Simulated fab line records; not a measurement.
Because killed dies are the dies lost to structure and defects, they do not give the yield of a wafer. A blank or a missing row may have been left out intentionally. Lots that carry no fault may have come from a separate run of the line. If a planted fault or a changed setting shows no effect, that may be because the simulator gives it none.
What tool caused it?	flow berkeley cmos170	Sampling: 14 lots, 42 wafers, 3 of 331 route steps

== WHAT EACH GAUGE READ, for each wafer ==
UCB170_M1_RS_MEAS_01: uses a four-point probe to measure. Usual: M1_AL_RS typically reads 0.0483 ohm/sq, with standard deviation 0.0005.
lot	measured	on	M1_AL_RS (ohm/sq)	flag
L502	day 8 14:34	film metro-03	0.0485 0.0479 0.0482	
L501	day 8 14:57	film metro-03	0.0488 0.0493 0.0489	
L505	day 9 09:00	film metro-02	0.0487 0.0482 0.0483	
L503	day 9 09:33	film metro-03	0.0476 0.0480 0.0478	
L506	day 9 09:33	film metro-02	0.0480 0.0486 0.0480	
L504	day 9 10:01	film metro-01	0.0486 0.0477 0.0478	
L509	day 10 02:55	film metro-02	0.0478 0.0483 0.0481	
L510	day 10 02:58	film metro-03	0.0483 0.0484 0.0487	
L512	day 10 05:44	film metro-03	0.0481 0.0484 0.0485	
L513	day 10 15:08	film metro-02	0.0478 0.0477 0.0476	
L522	day 12 12:02	film metro-01	0.0475 0.0474 0.0471	
L521	day 12 12:38	film metro-01	0.0477 0.0475 0.0474	
L524	day 12 19:22	film metro-01	0.0482 0.0483 0.0476	
L523	day 12 19:42	film metro-03	0.0474 0.0478 0.0477	

UCB170_M2_OVL_MEAS_16. Usual: M2_OVL typically reads 1 nm, with standard deviation 5.7.
lot	measured	on	M2_OVL (nm)	flag
L502	day 9 02:13	overlay-02	-3 -3 -4	
L501	day 9 07:34	overlay-01	3 -1 -7	
L505	day 9 21:34	overlay-02	-12 0 5	
L503	day 9 22:20	overlay-01	4 -4 -1	
L506	day 9 23:10	overlay-01	2 8 -3	
L504	day 10 00:17	overlay-01	2 0 4	
L509	day 10 17:19	overlay-02	8 7 4	
L510	day 10 18:12	overlay-01	3 0 3	
L512	day 10 18:04	overlay-02	5 5 4	
L513	day 11 01:12	overlay-01	-4 -3 -10	
L522	day 12 19:49	overlay-01	-5 -9 -1	
L521	day 12 21:23	overlay-02	-2 0 -1	
L524	day 13 02:52	overlay-01	2 3 3	
L523	day 13 04:23	overlay-01	-7 -3 -3	

== EACH LOT AND THE TOOL THAT RAN IT (in order: tool; ch and the chambers of the sampled wafers; start) ==
lot	UCB170_M1_SPUTTER_00
L502	pvd sputter-03, day 8 14:27
L501	pvd sputter-01, day 8 14:52
L505	pvd sputter-01, day 9 08:54
L503	pvd sputter-03, day 9 09:29
L506	pvd sputter-02, day 9 09:29
L504	pvd sputter-01, day 9 09:57
L509	pvd sputter-03, day 10 02:50
L510	pvd sputter-01, day 10 02:50
L512	pvd sputter-03, day 10 05:38
L513	pvd sputter-03, day 10 15:04
L522	pvd sputter-01, day 12 11:57
L521	pvd sputter-03, day 12 12:34
L524	pvd sputter-03, day 12 19:18
L523	pvd sputter-01, day 12 19:34
- UCB170_M1_SPUTTER_00: material Al, target thk 600 nm, time 80 s.

== WHAT THE TOOLS THEMSELVES READ (means of the sampled wafers that have a number; where no wafer has one, the mark that the record gives instead) ==
UCB170_M1_SPUTTER_00. Usual: throttle valve pct 30.4 %, standard deviation 1.
lot	tool	throttle valve pct (%)	flag
L502	pvd sputter-03	31.5	
L501	pvd sputter-01	29.9	
L505	pvd sputter-01	30.3	
L503	pvd sputter-03	30.5	
L506	pvd sputter-02	30.4	
L504	pvd sputter-01	29.3	
L509	pvd sputter-03	31.4	
L510	pvd sputter-01	29.1	
L512	pvd sputter-03	30.9	
L513	pvd sputter-03	30.7	
L522	pvd sputter-01	30.0	
L521	pvd sputter-03	30.7	
L524	pvd sputter-03	31.1	
L523	pvd sputter-01	29.1	

== THE ANSWER, worked out from the rows above alone ==
Rule: a lot is off if the mean of its wafers that have a number lies more than 3 standard deviations from the usual mean. Also off: a lot with no number at a reading for which 4 or more lots have one. Any other lot the step has rows for is counted as sound. First the gauges in route order, then the tools' own readings, where a lot's mean is used as printed above. At the first step where some lot is off, the reading lying furthest off is the one used; lots without a number count as furthest.
None of the lots is off at any reading shown; this tells nothing.

== WHAT THE SIMULATOR HAD PUT IN ==
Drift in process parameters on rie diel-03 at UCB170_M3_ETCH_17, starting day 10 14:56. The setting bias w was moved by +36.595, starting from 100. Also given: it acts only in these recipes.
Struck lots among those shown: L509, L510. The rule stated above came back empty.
